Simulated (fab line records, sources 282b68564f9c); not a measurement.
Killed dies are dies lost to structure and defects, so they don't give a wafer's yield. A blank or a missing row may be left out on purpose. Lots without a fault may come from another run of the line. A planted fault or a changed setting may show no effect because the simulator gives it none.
fab line records | flow rit_cmos
record lots=7 wafers=21 last_day=7
route steps=202 shown GATE@83 M1@202
lots that met no fault: from a run of the same line without faults
start_h: hours from the record's first day to the start of the lot's first wafer shown | wait_h: hours since the lot's step before | " the same as in the row above | L1.1+2: a row that stands for several wafers | - no value, or no start given | * or withheld: withheld | < > ~ a bound
route shown NAME@n: a module of which the file shows steps, and the number in the route of the first | usual: mean/standard deviation of fault-free wafers | same: alike in all rows | chamber/n: place in a boat | sites: the reading at each site | _std_site: their standard deviation | _edge_site: outer sites' mean less inner sites' | radius_mm: how far each site lies from the wafer's centre | mask NAME#n: copy n | behind: the tool/chamber that last shaped the wafer | hold: why the lot was held/for how many hours/how that ended | device: the transistor (n, p or np) that didn't switch | end of line: the same wafers' tests at the end of the route | a step without rows: its recipe alone | killed: dies lost to structure and defects at the first sort, not the wafer's yield | map: a wafer's dies, x killed, . not, _ none there
set.NAME: the setting as run; set.NAME@STEP: as run at that earlier step | model.NAME: the simulator's own value behind a step, which no gauge read
lots at some steps of the route; a table a step, a row a wafer
services: from which hour (start_h, from the record's first day; less than 0 if before it) a tool's chamber was out of use, for how many hours, and why
## steps
# step RIT_GATE_THK_MEAS_07
# recipe reads=SiO2_of_GATE_OXIDATION_05
# usual GATE_OXIDE_THK=3.00/0.068
# columns lot.wafer tool chamber start_h wait_h GATE_OXIDE_THK[nm]
L493.1 film_metro-02 - 46.44 0.0 3.06
L493.4 " - " " 3.07
L493.5 " - " " 3.05
L500.1 film_metro-03 - 81.65 0.0 3.04
L500.4 " - " " 3.03
L500.5 " - " " 2.98
L502.1 film_metro-02 - 93.25 0.0 3.11
L502.2 " - " " 3.02
L502.5 " - " " 3.03
L503.1 film_metro-02 - 97.30 0.0 2.94
L503.3 " - " " 2.95
L503.4 " - " " 2.99
L505.1 film_metro-03 - 107.53 0.0 2.97
L505.4 " - " " 2.98
L505.6 " - " " 2.99
L507.2 film_metro-04 - 115.19 0.0 3.08
L507.4 " - " " 3.02
L507.6 " - " " 2.97
L512.1 film_metro-02 - 137.46 0.0 2.83
L512.2 " - " " 2.83
L512.3 " - " " 2.83
# step RIT_GATE_CVD_08
# recipe material=poly-Si target_thk_nm=250 temp_c=610 precursor=SiH4 time_s=2220 pressure_mtorr=300 sih4_flow_sccm=100
# step RIT_GATE_THK_MEAS_09
# recipe reads=poly-Si_of_GATE_CVD_08
# usual GATE_POLY_THK=249.1/2.2
# columns lot.wafer tool chamber start_h wait_h GATE_POLY_THK[nm]
L493.1 film_metro-04 - 48.12 0.0 251.7
L493.4 " - " " 250.9
L493.5 " - " " 253.6
L500.1 film_metro-03 - 83.33 0.0 248.6
L500.4 " - " " 250.0
L500.5 " - " " 250.5
L502.1 film_metro-04 - 96.32 0.0 248.7
L502.2 " - " " 249.3
L502.5 " - " " 249.8
L503.1 film_metro-04 - 98.98 0.0 251.0
L503.3 " - " " 252.2
L503.4 " - " " 250.2
L505.1 film_metro-03 - 109.20 0.0 246.2
L505.4 " - " " 249.3
L505.6 " - " " 249.3
L507.2 film_metro-04 - 116.86 0.0 248.6
L507.4 " - " " 248.5
L507.6 " - " " 246.0
L512.1 film_metro-03 - 139.14 0.0 250.1
L512.2 " - " " 252.1
L512.3 " - " " 250.1
# step RIT_GATE_HMDS_10
# recipe prime_time_s=60 prime_temp_c=140
# step RIT_GATE_COAT_11
# recipe resist=NOVOLAK spin_rpm=4250 resist_thk_nm=850
# step RIT_GATE_SOFTBAKE_12
# recipe resist=NOVOLAK temp_c=90 time_s=60
# step RIT_GATE_EXPOSE_13
# recipe mask_id=M6 na=0.6 source_shape=conventional sigma_outer=0.6 target_cd_nm=150 dose_mj=380
# step RIT_GATE_PEB_14
# recipe resist=NOVOLAK temp_c=withheld time_s=withheld
# step RIT_GATE_DEVELOP_15
# recipe resist=NOVOLAK develop_time_s=50 dev_temp_c=23
# step RIT_GATE_CD_MEAS_16
# recipe target_cd_nm=150
# usual cd_nm=150.0/2.2
# columns lot.wafer tool chamber start_h wait_h cd_nm
L493.1 cd_sem-02 - 49.16 - 149.2
L493.4 " - " " 150.2
L493.5 " - " " 152.3
L500.1 cd_sem-01 - 84.36 - 151.0
L500.4 " - " " 152.5
L500.5 " - " " 153.2
L502.1 cd_sem-01 - 97.38 - 148.3
L502.2 " - " " 151.3
L502.5 " - " " 150.2
L503.1 cd_sem-01 - 100.01 - 147.9
L503.3 " - " " 149.6
L503.4 " - " " 146.1
L505.1 cd_sem-02 - 110.24 - 148.8
L505.4 " - " " 148.1
L505.6 " - " " 149.5
L507.2 cd_sem-02 - 118.01 - 147.6
L507.4 " - " " 145.6
L507.6 " - " " 147.4
L512.1 cd_sem-02 - 140.08 - 148.6
L512.2 " - " " 149.6
L512.3 " - " " 149.0
# step RIT_GATE_OVL_MEAS_17
# usual GATE_OVL=-0.7/1.4
# columns lot.wafer tool chamber start_h wait_h GATE_OVL[nm]
L493.1 overlay-02 - 49.28 0.1 0.0
L493.4 " - " " -0.4
L493.5 " - " " -2.4
L500.1 overlay-02 - 84.48 0.1 -0.4
L500.4 " - " " 0.6
L500.5 " - " " -0.2
L502.1 overlay-01 - 97.50 0.1 -0.8
L502.2 " - " " -1.2
L502.5 " - " " -2.9
L503.1 overlay-02 - 100.13 0.1 1.6
L503.3 " - " " 0.7
L503.4 " - " " 0.5
L505.1 overlay-02 - 110.36 0.1 -1.7
L505.4 " - " " 1.6
L505.6 " - " " -0.2
L507.2 overlay-02 - 118.11 0.1 -0.2
L507.4 " - " " 0.6
L507.6 " - " " -0.5
L512.1 overlay-02 - 140.20 0.1 0.3
L512.2 " - " " 1.8
L512.3 " - " " -0.3
# step RIT_GATE_HARDBAKE_18
# recipe resist=NOVOLAK temp_c=140 time_s=60
# step RIT_GATE_ETCH_19
# recipe chemistry=SF6/CHF3/O2 time_s=165 SF6_flow_sccm=30 CHF3_flow_sccm=30 O2_flow_sccm=5 target=poly-Si pressure_mtorr=40 rf_w=160 target_depth_a=3125 over_etch_frac=0.25 stop_on=SiO2
# usual drypump_motor_current_A=5.6/0.34 oes_product_au=0.847/0.013 throttle_valve_pct=10.26/0.16
# columns lot.wafer tool chamber start_h wait_h drypump_motor_current_A oes_product_au rf_hours_counter_h throttle_valve_pct model.etch.depth_nm model.GATE.feature_depth_nm model.NOVOLAK_of_GATE_COAT_11.thk_nm
L493.1 rie_si-02 0 49.46 0.1 5.0 0.855 44 10.42 251.7 251.7 674.5
L493.4 " 1 " " 5.2 0.844 7 10.20 251.1 251.1 668.9
L493.5 " 2 " " 6.0 0.845 - 10.28 253.4 253.4 672.6
L500.1 rie_si-01 0 84.70 0.1 5.7 0.831 0 10.00 248.7 248.7 668.9
L500.4 " 1 " " 5.5 0.860 20 10.32 249.9 249.9 669.4
L500.5 " 2 " " 5.8 0.875 - 10.30 250.5 250.5 670.2
L502.1 rie_si-01 2 97.68 0.1 5.8 0.876 103 10.29 248.9 248.9 672.2
L502.2 " 3 " " 5.4 0.834 47 10.09 249.4 249.4 671.7
L502.5 " 3 " " 5.4 0.835 - 10.12 249.7 249.7 668.3
L503.1 rie_si-02 0 100.63 0.1 5.0 0.674 45 10.41 174.6 174.6 704.7
L503.3 " 1 " " 5.2 0.654 7 10.20 171.9 171.9 706
L503.4 " 2 " " 6.0 0.660 36 10.29 176.7 176.7 704.4
L505.1 rie_si-02 1 110.55 0.1 5.2 0.662 7 10.21 176.1 176.1 709.9
L505.4 " 2 " " 6.0 0.667 36 10.27 177.1 177.1 707.6
L505.6 " 1 " " 5.2 0.659 - 10.20 174.3 174.3 706.6
L507.2 rie_si-02 2 118.33 0.1 6.0 0.665 36 10.28 176.5 176.5 706.6
L507.4 " 1 " " 5.2 0.656 7 10.19 171.5 171.5 705.4
L507.6 " 1 " " 5.2 0.659 - 10.19 172.5 172.5 707.3
L512.1 rie_si-01 0 140.39 0.1 5.7 0.825 1 10.00 250 250 672.3
L512.2 " 1 " " 5.6 0.870 21 10.32 252 252 667.8
L512.3 " 3 " " 5.4 0.842 48 10.09 250.3 250.3 670.7
# step RIT_GATE_STRIP_20
# recipe chemistry=O2 time_s=180 resist=NOVOLAK platen_temp_c=withheld power_w=500 pressure_mtorr=4000 o2_flow_sccm=4000
# usual drypump_motor_current_A=5.73/0.28
# columns lot.wafer tool chamber start_h wait_h drypump_motor_current_A rf_hours_counter_h
L493.1 plasma_asher-01 0 49.57 0.1 5.74 37
L493.4 " 1 " " 6.03 -
L493.5 " 0 " " 5.75 -
L500.1 plasma_asher-04 0 84.81 0.1 5.19 45
L500.4 " 0 " " 5.20 -
L500.5 " 0 " " 5.17 -
L502.1 plasma_asher-03 0 97.79 0.1 5.35 45
L502.2 " 1 " " 5.73 45
L502.5 " 1 " " 5.72 -
L503.1 plasma_asher-01 1 100.74 0.1 6.08 43
L503.3 " 0 " " 5.72 -
L503.4 " 1 " " 6.05 -
L505.1 plasma_asher-04 1 110.66 0.1 5.76 48
L505.4 " 0 " " 5.21 -
L505.6 " 1 " " 5.81 -
L507.2 plasma_asher-04 0 118.44 0.1 5.23 49
L507.4 " 1 " " 5.77 -
L507.6 " 1 " " 5.80 -
L512.1 plasma_asher-01 0 140.50 0.1 5.75 49
L512.2 " 1 " " 6.06 49
L512.3 " 0 " " 5.75 -
# step RIT_M1_PROBE_99
# usual killed_at_contacts=0.1/0.37 killed_at_front_end=6.9/2.9 killed_dies=7.1/2.9 killed_on_rim=1.9/1.4 killed_open=3.3/1.8 killed_short=3.6/2.2
# same gross_dies=264 killed_at_M0_to_M3=0 killed_at_M4_up=0 killed_at_back_side=0 killed_at_other=0
# columns lot.wafer tool chamber start_h wait_h hold killed_at_contacts killed_at_front_end killed_dies killed_on_rim killed_open killed_short
L502.1 prober-01 - 118.04 0.1 - 0 4 4 0 3 1
L502.2 prober-01 - 118.09 0.1 - 0 7 7 0 3 4
L502.5 prober-01 - 118.24 0.2 - 0 3 3 2 0 3
L503.1 prober-02 - 122.69 0.1 await_dispo/10.3h/scrap 0 264 264 70 3 7
L503.3 prober-02 - 122.79 0.2 await_dispo/10.3h/scrap 0 264 264 70 3 2
L503.4 prober-02 - 122.84 0.2 await_dispo/10.3h/scrap 0 264 264 70 3 4
L505.1 prober-02 - 131.97 0.1 await_dispo/2.2h/scrap 0 264 264 70 5 4
L505.4 prober-02 - 132.12 0.2 await_dispo/2.2h/scrap 0 264 264 70 6 3
L505.6 prober-02 - 132.22 0.2 await_dispo/2.2h/scrap 0 264 264 70 4 6
L507.2 prober-02 - 138.89 0.1 await_dispo/3.2h/scrap 0 264 264 70 4 6
L507.4 prober-02 - 138.99 0.2 await_dispo/3.2h/scrap 0 264 264 70 2 4
L507.6 prober-02 - 139.09 0.2 await_dispo/3.2h/scrap 0 264 264 70 3 2
L512.1 prober-01 - 160.18 0.1 - 0 9 9 1 2 7
L512.2 prober-01 - 160.23 0.1 - 0 9 9 2 3 6
L512.3 prober-01 - 160.28 0.2 - 0 3 3 0 2 1
# killed by level:class
L502.1 SPACER:geometric_particle:open=2 GATE:geometric_particle:short=1 SILICIDE:geometric_particle:open=1
L502.2 FOX2:geometric_particle:short=2 FOX2:geometric_particle:open=1 GATE:geometric_particle:open=1 REOX:geometric_particle:short=1 SPACER:geometric_particle:short=1 SPACER:geometric_particle:open=1
L502.5 FOX1:geometric_particle:short=1 GATE:geometric_particle:short=1 SILICIDE:geometric_particle:short=1
L503.1 GATE:area_etch=254 GATE:geometric_particle:short=3 SPACER:geometric_particle:short=3 FOX1:geometric_particle:short=1 GATE:geometric_particle:open=1 REOX:geometric_particle:open=1 SPACER:geometric_particle:open=1
L503.3 GATE:area_etch=259 GATE:geometric_particle:open=2 GATE:geometric_particle:short=1 SPACER:geometric_particle:open=1 SPACER:geometric_particle:short=1
L503.4 GATE:area_etch=257 FOX2:geometric_particle:short=1 GATE:geometric_particle:open=1 GATE:geometric_particle:short=1 REOX:geometric_particle:short=1 REOX:geometric_particle:open=1 SPACER:geometric_particle:open=1 SPACER:geometric_particle:short=1
L505.1 GATE:area_etch=255 SPACER:geometric_particle:open=3 FOX1:geometric_particle:short=2 FOX1:geometric_particle:open=1 GATE:geometric_particle:open=1 GATE:geometric_particle:short=1 SPACER:geometric_particle:short=1
L505.4 GATE:area_etch=255 GATE:geometric_particle:open=2 SILICIDE:geometric_particle:open=2 FOX1:geometric_particle:open=1 GATE:geometric_particle:short=1 SPACER:geometric_particle:open=1 SPACER:geometric_particle:short=1 SILICIDE:geometric_particle:short=1
L505.6 GATE:area_etch=254 FOX1:geometric_particle:open=3 GATE:geometric_particle:short=2 SPACER:geometric_particle:short=2 FOX1:geometric_particle:short=1 SPACER:geometric_particle:open=1 SILICIDE:geometric_particle:short=1
L507.2 GATE:area_etch=254 FOX1:geometric_particle:short=3 GATE:geometric_particle:short=2 FOX1:geometric_particle:open=1 GATE:geometric_particle:open=1 REOX:geometric_particle:open=1 REOX:geometric_particle:short=1 SILICIDE:geometric_particle:open=1
L507.4 GATE:area_etch=258 SILICIDE:geometric_particle:short=2 FOX1:geometric_particle:open=1 FOX1:geometric_particle:short=1 GATE:geometric_particle:short=1 REOX:geometric_particle:open=1
L507.6 GATE:area_etch=259 FOX1:geometric_particle:open=2 GATE:geometric_particle:short=1 GATE:geometric_particle:open=1 REOX:geometric_particle:short=1
L512.1 FOX1:geometric_particle:short=2 SPACER:geometric_particle:short=2 GATE:geometric_particle:short=1 REOX:geometric_particle:open=1 REOX:geometric_particle:short=1 SPACER:geometric_particle:open=1 STARTING-WAFER:geometric_particle:short=1
L512.2 FOX2:geometric_particle:short=3 REOX:geometric_particle:short=2 GATE:geometric_particle:short=1 GATE:geometric_particle:open=1 REOX:geometric_particle:open=1 SILICIDE:geometric_particle:open=1
L512.3 FOX2:geometric_particle:open=1 GATE:geometric_particle:open=1 REOX:geometric_particle:short=1
# map L503.1 (x killed, . not)
________xxxxxxx_______
_____xxxxxxxxxxxxx____
____xxxxxxxxxxxxxxx___
___xxxxxxxxxxxxxxxxx__
__xxxxxxxxxxxxxxxxxxx_
__xxxxxxxxxxxxxxxxxxx_
_xxxxxxxxxxxxxxxxxxxxx
_xxxxxxxxxxxxxxxxxxxxx
_xxxxxxxxxxxxxxxxxxxxx
_xxxxxxxxxxxxxxxxxxxxx
__xxxxxxxxxxxxxxxxxxx_
__xxxxxxxxxxxxxxxxxxx_
___xxxxxxxxxxxxxxxxx__
____xxxxxxxxxxxxxxx___
_____xxxxxxxxxxxxx____
________xxxxxxx_______
# map L505.1 (x killed, . not)
________xxxxxxx_______
_____xxxxxxxxxxxxx____
____xxxxxxxxxxxxxxx___
___xxxxxxxxxxxxxxxxx__
__xxxxxxxxxxxxxxxxxxx_
__xxxxxxxxxxxxxxxxxxx_
_xxxxxxxxxxxxxxxxxxxxx
_xxxxxxxxxxxxxxxxxxxxx
_xxxxxxxxxxxxxxxxxxxxx
_xxxxxxxxxxxxxxxxxxxxx
__xxxxxxxxxxxxxxxxxxx_
__xxxxxxxxxxxxxxxxxxx_
___xxxxxxxxxxxxxxxxx__
____xxxxxxxxxxxxxxx___
_____xxxxxxxxxxxxx____
________xxxxxxx_______
## services
# columns tool chamber start_h hours kind
plasma_asher-01 - 31.07 15.6 pm
rie_si-01 0 59.94 - clean
rie_si-01 0 59.94 16.2 scheduled_down
rie_si-01 0 59.94 16.2 vent_cycle
plasma_asher-04 - 94.35 2.1 repair
rie_si-01 3 100.28 9.3 repair
plasma_asher-04 - 100.74 0.8 repair
plasma_asher-03 - 108.75 9.0 pm
plasma_asher-03 0 108.75 9.0 vent_cycle
plasma_asher-03 1 108.75 9.0 vent_cycle
plasma_asher-03 0 117.75 - clean
plasma_asher-03 1 117.75 - clean
## key
first_sign step=RIT_GATE_ETCH_19 reading=oes_product_au direction=down sigmas=14 usual=0.847 struck=0.662
effect step=RIT_M1_PROBE_99 reading=killed_at_front_end direction=up sigmas=90 usual=6.9 struck=264
model_effect step=RIT_GATE_ETCH_19 value=etch.depth_nm without=249 struck=174.6
more_kills_born_at RIT_GATE_ETCH_19@rie_si-02=2305
met_at RIT_GATE_ETCH_19
struck_wafers L503.1,L503.3,L503.4,L505.1,L505.4,L505.6,L507.2,L507.4,L507.6
later_rows_left_out L503.1,L503.3,L503.4,L505.1,L505.4,L505.6,L507.2,L507.4,L507.6
tester_left_out L503,L505,L507
onset_between 49.46 100.63
fault kind=process_parameter_drift tool=rie_si-02 chamber=- onset_h=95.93 steps=RIT_GATE_ETCH_19 channel=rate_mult offset=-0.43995 shape=step end_h=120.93
# tester_left_out: of these lots the tester's yield and bins aren't shown, on N5 and GAA mostly nor the transistor test; their killed dies are dies lost to structure and defects alone, not to doping, threshold or leakage, so they don't give the yield
# later_rows_left_out: the simulator's readings of these wafers behind a module that went badly wrong aren't trusted and aren't shown, but for the sort
